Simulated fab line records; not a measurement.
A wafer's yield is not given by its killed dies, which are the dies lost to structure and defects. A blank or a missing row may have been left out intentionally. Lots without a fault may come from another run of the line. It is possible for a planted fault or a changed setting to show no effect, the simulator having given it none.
Which tool was responsible? / flow berkeley-cmos170 / 14 lots, 42 wafers sampled, at 4 steps of a route of 331

## WHAT THE GAUGES SHOWED, per wafer
UCB170_M2_THK_MEAS_03: measures by xrf. Usual: for M2_AL_THK the level is 913 nm and the standard deviation is 9.3.
lot=L367; measured=day 7 10:24; on=film-metro-04; M2_AL_THK (nm)=906 909 912; flag=
lot=L369; measured=day 8 09:11; on=film-metro-02; M2_AL_THK (nm)=911 910 917; flag=
lot=L370; measured=day 8 03:21; on=film-metro-04; M2_AL_THK (nm)=901 905 910; flag=
lot=L371; measured=day 8 03:02; on=film-metro-01; M2_AL_THK (nm)=915 927 915; flag=
lot=L373; measured=day 9 04:22; on=film-metro-01; M2_AL_THK (nm)=932 931 939; flag=
lot=L374; measured=day 9 03:58; on=film-metro-04; M2_AL_THK (nm)=906 906 913; flag=
lot=L375; measured=day 9 10:01; on=film-metro-04; M2_AL_THK (nm)=912 909 899; flag=
lot=L376; measured=day 9 09:40; on=film-metro-01; M2_AL_THK (nm)=901 907 912; flag=
lot=L378; measured=day 9 17:57; on=film-metro-04; M2_AL_THK (nm)=919 910 914; flag=
lot=L379; measured=day 10 09:29; on=film-metro-01; M2_AL_THK (nm)=906 914 912; flag=
lot=L380; measured=day 10 09:43; on=film-metro-04; M2_AL_THK (nm)=900 905 906; flag=
lot=L381; measured=day 10 09:58; on=film-metro-02; M2_AL_THK (nm)=899 895 899; flag=
lot=L388; measured=day 12 16:41; on=film-metro-02; M2_AL_THK (nm)=906 919 913; flag=
lot=L389; measured=day 13 04:39; on=film-metro-02; M2_AL_THK (nm)=900 912 900; flag=

UCB170_V2_CD_MEAS_12: target cd 700 nm. Usual: cd-nm at 699.9 nm, with a standard deviation of 1.3.
lot=L367; measured=day 7 15:18; on=cd-sem-01; cd-nm (nm)=699.1 698.8 698.0; flag=
lot=L369; measured=day 8 14:38; on=cd-sem-02; cd-nm (nm)=699.3 696.7 698.2; flag=
lot=L370; measured=day 8 07:57; on=cd-sem-01; cd-nm (nm)=701.2 699.1 701.0; flag=
lot=L371; measured=day 8 07:38; on=cd-sem-02; cd-nm (nm)=702.1 701.6 701.7; flag=
lot=L373; measured=day 9 10:08; on=cd-sem-02; cd-nm (nm)=698.5 697.8 698.3; flag=
lot=L374; measured=day 9 09:39; on=cd-sem-02; cd-nm (nm)=700.6 699.9 701.0; flag=
lot=L375; measured=day 9 14:46; on=cd-sem-02; cd-nm (nm)=700.1 701.0 700.7; flag=
lot=L376; measured=day 9 14:10; on=cd-sem-01; cd-nm (nm)=701.5 700.9 701.4; flag=
lot=L378; measured=day 9 22:20; on=cd-sem-01; cd-nm (nm)=699.4 699.6 698.4; flag=
lot=L379; measured=day 10 14:49; on=cd-sem-02; cd-nm (nm)=698.8 699.6 699.8; flag=
lot=L380; measured=day 10 15:01; on=cd-sem-02; cd-nm (nm)=699.4 699.5 699.1; flag=
lot=L381; measured=day 10 15:04; on=cd-sem-01; cd-nm (nm)=699.0 698.9 698.7; flag=
lot=L388; measured=day 12 21:43; on=cd-sem-02; cd-nm (nm)=700.4 700.2 700.6; flag=
lot=L389; measured=day 13 09:42; on=cd-sem-02; cd-nm (nm)=697.8 697.7 700.0; flag=

## WHICH TOOL RAN EACH LOT (tool, then ch and the chambers of the sampled wafers, then the start)
lot=L367; UCB170_ZERO_ETCH_06=rie-diel-01 ch 1,2,3, day 2 00:52; UCB170_PLDD_IMPLANT_08=implanter-03 ch 0, day 6 01:18
lot=L369; UCB170_ZERO_ETCH_06=rie-diel-04 ch 0,2, day 2 10:20; UCB170_PLDD_IMPLANT_08=implanter-01 ch 0, day 7 01:29
lot=L370; UCB170_ZERO_ETCH_06=rie-diel-04 ch 1,2, day 2 14:58; UCB170_PLDD_IMPLANT_08=implanter-03 ch 0, day 7 01:17
lot=L371; UCB170_ZERO_ETCH_06=rie-diel-03 ch 0,2,3, day 2 20:34; UCB170_PLDD_IMPLANT_08=implanter-04 ch 0, day 7 02:03
lot=L373; UCB170_ZERO_ETCH_06=rie-diel-04 ch 0,2,3, day 3 08:13; UCB170_PLDD_IMPLANT_08=implanter-01 ch 0, day 8 02:14
lot=L374; UCB170_ZERO_ETCH_06=rie-diel-03 ch 0,2,3, day 3 10:04; UCB170_PLDD_IMPLANT_08=implanter-01 ch 0, day 8 02:47
lot=L375; UCB170_ZERO_ETCH_06=rie-diel-03 ch 1,3, day 3 18:24; UCB170_PLDD_IMPLANT_08=implanter-04 ch 0, day 8 06:43
lot=L376; UCB170_ZERO_ETCH_06=rie-diel-04 ch 0,1,2, day 3 21:20; UCB170_PLDD_IMPLANT_08=implanter-03 ch 0, day 8 06:26
lot=L378; UCB170_ZERO_ETCH_06=rie-diel-01 ch 2,3, day 4 06:53; UCB170_PLDD_IMPLANT_08=implanter-04 ch 0, day 8 11:55
lot=L379; UCB170_ZERO_ETCH_06=rie-diel-03 ch 0,1,3, day 4 12:52; UCB170_PLDD_IMPLANT_08=implanter-01 ch 0, day 9 03:55
lot=L380; UCB170_ZERO_ETCH_06=rie-diel-04 ch 1,3, day 4 15:26; UCB170_PLDD_IMPLANT_08=implanter-03 ch 0, day 9 03:51
lot=L381; UCB170_ZERO_ETCH_06=rie-diel-01 ch 1,2,3, day 4 19:57; UCB170_PLDD_IMPLANT_08=implanter-04 ch 0, day 9 04:01
lot=L388; UCB170_ZERO_ETCH_06=rie-diel-01 ch 0,2,3, day 6 13:58; UCB170_PLDD_IMPLANT_08=implanter-03 ch 0, day 11 07:56
lot=L389; UCB170_ZERO_ETCH_06=rie-diel-03 ch 2,3, day 6 17:46; UCB170_PLDD_IMPLANT_08=implanter-03 ch 0, day 11 15:01
- UCB170_ZERO_ETCH_06: etches SiO2 in CHF3/CF4/Ar, time 12 s.
- UCB170_PLDD_IMPLANT_08

## WHAT THE TOOLS THEMSELVES READ (means of the sampled wafers that have a number; where no wafer has one, the mark that the record gives instead)
UCB170_ZERO_ETCH_06. Usual: drypump-motor-current-A 5.8 A, standard deviation 0.33; oes-product-au 0.616 a.u., standard deviation 0.0054; throttle-valve-pct 9.28 %, standard deviation 0.14.
lot=L367; tool=rie-diel-01; drypump-motor-current-A (A)=5.5; oes-product-au (a.u.)=0.618; throttle-valve-pct (%)=9.12; flag=
lot=L369; tool=rie-diel-04; drypump-motor-current-A (A)=6.0; oes-product-au (a.u.)=0.615; throttle-valve-pct (%)=9.48; flag=
lot=L370; tool=rie-diel-04; drypump-motor-current-A (A)=5.8; oes-product-au (a.u.)=0.617; throttle-valve-pct (%)=9.43; flag=
lot=L371; tool=rie-diel-03; drypump-motor-current-A (A)=5.8; oes-product-au (a.u.)=0.621; throttle-valve-pct (%)=9.19; flag=
lot=L373; tool=rie-diel-04; drypump-motor-current-A (A)=6.1; oes-product-au (a.u.)=0.623; throttle-valve-pct (%)=9.45; flag=
lot=L374; tool=rie-diel-03; drypump-motor-current-A (A)=5.8; oes-product-au (a.u.)=0.617; throttle-valve-pct (%)=9.19; flag=
lot=L375; tool=rie-diel-03; drypump-motor-current-A (A)=5.5; oes-product-au (a.u.)=0.612; throttle-valve-pct (%)=9.29; flag=
lot=L376; tool=rie-diel-04; drypump-motor-current-A (A)=5.9; oes-product-au (a.u.)=0.619; throttle-valve-pct (%)=9.44; flag=
lot=L378; tool=rie-diel-01; drypump-motor-current-A (A)=5.7; oes-product-au (a.u.)=0.615; throttle-valve-pct (%)=9.17; flag=
lot=L379; tool=rie-diel-03; drypump-motor-current-A (A)=5.7; oes-product-au (a.u.)=0.613; throttle-valve-pct (%)=9.23; flag=
lot=L380; tool=rie-diel-04; drypump-motor-current-A (A)=6.1; oes-product-au (a.u.)=0.622; throttle-valve-pct (%)=9.42; flag=
lot=L381; tool=rie-diel-01; drypump-motor-current-A (A)=5.5; oes-product-au (a.u.)=0.615; throttle-valve-pct (%)=9.13; flag=
lot=L388; tool=rie-diel-01; drypump-motor-current-A (A)=5.6; oes-product-au (a.u.)=0.613; throttle-valve-pct (%)=9.24; flag=
lot=L389; tool=rie-diel-03; drypump-motor-current-A (A)=5.7; oes-product-au (a.u.)=0.614; throttle-valve-pct (%)=9.20; flag=

UCB170_PLDD_IMPLANT_08. Usual: beam-energy-keV 10.001, standard deviation 0.003; beam-on-s 10.3 s, standard deviation 0.4; faraday-current-uA 154, standard deviation 5.9.
lot=L367; tool=implanter-03; beam-energy-keV=9.998; beam-on-s (s)=10.7; faraday-current-uA=149; flag=
lot=L369; tool=implanter-01; beam-energy-keV=10.000; beam-on-s (s)=9.8; faraday-current-uA=161; flag=
lot=L370; tool=implanter-03; beam-energy-keV=10.001; beam-on-s (s)=10.5; faraday-current-uA=150; flag=
lot=L371; tool=implanter-04; beam-energy-keV=9.997; beam-on-s (s)=9.8; faraday-current-uA=162; flag=
lot=L373; tool=implanter-01; beam-energy-keV=10.002; beam-on-s (s)=10.2; faraday-current-uA=156; flag=
lot=L374; tool=implanter-01; beam-energy-keV=9.998; beam-on-s (s)=10.2; faraday-current-uA=155; flag=
lot=L375; tool=implanter-04; beam-energy-keV=9.995; beam-on-s (s)=10.0; faraday-current-uA=159; flag=
lot=L376; tool=implanter-03; beam-energy-keV=10.004; beam-on-s (s)=10.5; faraday-current-uA=151; flag=
lot=L378; tool=implanter-04; beam-energy-keV=10.000; beam-on-s (s)=9.9; faraday-current-uA=160; flag=
lot=L379; tool=implanter-01; beam-energy-keV=10.002; beam-on-s (s)=10.0; faraday-current-uA=159; flag=
lot=L380; tool=implanter-03; beam-energy-keV=10.004; beam-on-s (s)=10.7; faraday-current-uA=149; flag=
lot=L381; tool=implanter-04; beam-energy-keV=10.002; beam-on-s (s)=10.1; faraday-current-uA=157; flag=
lot=L388; tool=implanter-03; beam-energy-keV=9.351; beam-on-s (s)=11.6; faraday-current-uA=136; flag=OFF
lot=L389; tool=implanter-03; beam-energy-keV=9.348; beam-on-s (s)=11.9; faraday-current-uA=134; flag=OFF

## THE ANSWER, worked out from the rows above alone
Rule: lot off if the mean of its wafers having a number is beyond 3 standard deviations from the usual mean. A lot without any number at a reading at which 4 lots or more have one is off too. The other lots that the step has rows for count as sound. The gauges are gone through in route order, then the tools' own readings, and for those a lot's mean is taken as printed above. The first step at which some lot is off is used, and at that step the reading that is off furthest; a lot without a number counts as furthest.
Off at UCB170_PLDD_IMPLANT_08 (beam-energy-keV): L388, L389.
A tool fits if, at that step or a process step before it, it ran every lot that is off, and no sound lot after the first of them. One candidate fits, namely implanter-03 at UCB170_PLDD_IMPLANT_08. Its last sound lot is L380 (day 9 03:51), its first lot that is off L388 (day 11 07:56): a fault that began between those two fits.
The tool's own readings at UCB170_PLDD_IMPLANT_08 bear it out: on the lots that are off they differ by more than 5 times the standard deviation of the sound lots' means. beam-energy-keV reads 9.350 there against 10.000 on the sound lots.

## WHAT WAS PUT IN BY THE SIMULATOR
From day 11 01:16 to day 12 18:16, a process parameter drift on implanter-03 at UCB170_PLDD_IMPLANT_08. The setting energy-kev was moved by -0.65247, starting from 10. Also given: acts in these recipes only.
Struck lots among those shown: L388, L389. The rule above reached the same finding.
